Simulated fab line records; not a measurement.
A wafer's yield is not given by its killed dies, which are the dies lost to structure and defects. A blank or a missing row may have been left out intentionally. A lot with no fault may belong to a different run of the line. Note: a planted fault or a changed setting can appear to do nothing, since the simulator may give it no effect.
Which tool is to blame? | flow rit cmos | 42 wafers sampled from 14 lots at 1 step of a route of 202

WHAT EACH GAUGE READ, for each wafer
No reading from a measuring or inspecting step in the record can be judged against a usual standard deviation.

TOOL THAT RAN EACH LOT (tool first, then ch and the chambers of the sampled wafers, then the start)
lot  | RIT_PRETRO_EXPOSE_03
L554 | iline stepper-02 ch 0, day 2 08:47
L555 | iline stepper-02 ch 0, day 2 13:45
L556 | iline stepper-01 ch 0, day 2 19:07
L567 | iline stepper-01, day 5 10:20
L568 | iline stepper-01, day 5 15:48
L569 | iline stepper-02 ch 0, day 5 21:41
L570 | iline stepper-01 ch 0, day 6 04:43
L571 | iline stepper-02 ch 0, day 6 05:00
L572 | iline stepper-01 ch 0, day 6 15:38
L574 | iline stepper-01 ch 0, day 6 19:19
L575 | iline stepper-02 ch 0, day 6 19:34
L573 | iline stepper-01 ch 0, day 6 19:50
L577 | iline stepper-02 ch 0, day 7 05:18
L576 | iline stepper-02 ch 0, day 7 06:40
- RIT_PRETRO_EXPOSE_03: exposes mask M5, target cd 43700 nm.

AS READ BY THE TOOLS THEMSELVES (means over the sampled wafers that have a number; for cases with no such wafer, the mark the record gives instead)
RIT_PRETRO_EXPOSE_03.
lot  | tool             | exposure dose mJ cm2 | focus offset nm (nm)
L554 | iline stepper-02 | 250.16               | 0.2
L555 | iline stepper-02 | 250.04               | -0.2
L556 | iline stepper-01 | 249.89               | 0.3
L567 | iline stepper-01 | -                    | -
L568 | iline stepper-01 | -                    | -
L569 | iline stepper-02 | 249.99               | -0.8
L570 | iline stepper-01 | 250.12               | 0.0
L571 | iline stepper-02 | 249.87               | 0.4
L572 | iline stepper-01 | 249.61               | 0.1
L574 | iline stepper-01 | 249.73               | -0.4
L575 | iline stepper-02 | 249.83               | -0.0
L573 | iline stepper-01 | 250.05               | 0.4
L577 | iline stepper-02 | 250.13               | 0.1
L576 | iline stepper-02 | 249.73               | 0.6

THE ANSWER, worked out from the rows above alone
Rule: what is usual is taken from the lots themselves. Put in order of their means at a reading, lots are off if they are a third of the lots or fewer, leave a main group of 4 or more, and stand apart from it by a gap of 3 or more times the standard deviation of the main group's means; of several such gaps the widest counts. A main group is skipped when, at the precision printed for the reading in the tables above, its means are all equal. Also off: a lot with no number at a reading for which 4 or more lots have one. Any other lot the step has rows for is counted as sound. After the gauges, taken in route order, come the tools' own readings; for these a lot's mean is taken, as printed above. The first step at which some lot is off is used, and at that step the reading that is off furthest; a lot without a number counts as furthest.
Off at RIT_PRETRO_EXPOSE_03 (exposure dose mJ cm2): L567, L568. Without a number there: L567, L568. The main group: mean 249.93, standard deviation 0.17.
If a tool, at that step or one of the process steps before it, ran each lot that is off and ran no sound lot following the first of them, it fits. Not one of the candidates tried fits.

WHAT HAD BEEN PUT IN BY THE SIMULATOR
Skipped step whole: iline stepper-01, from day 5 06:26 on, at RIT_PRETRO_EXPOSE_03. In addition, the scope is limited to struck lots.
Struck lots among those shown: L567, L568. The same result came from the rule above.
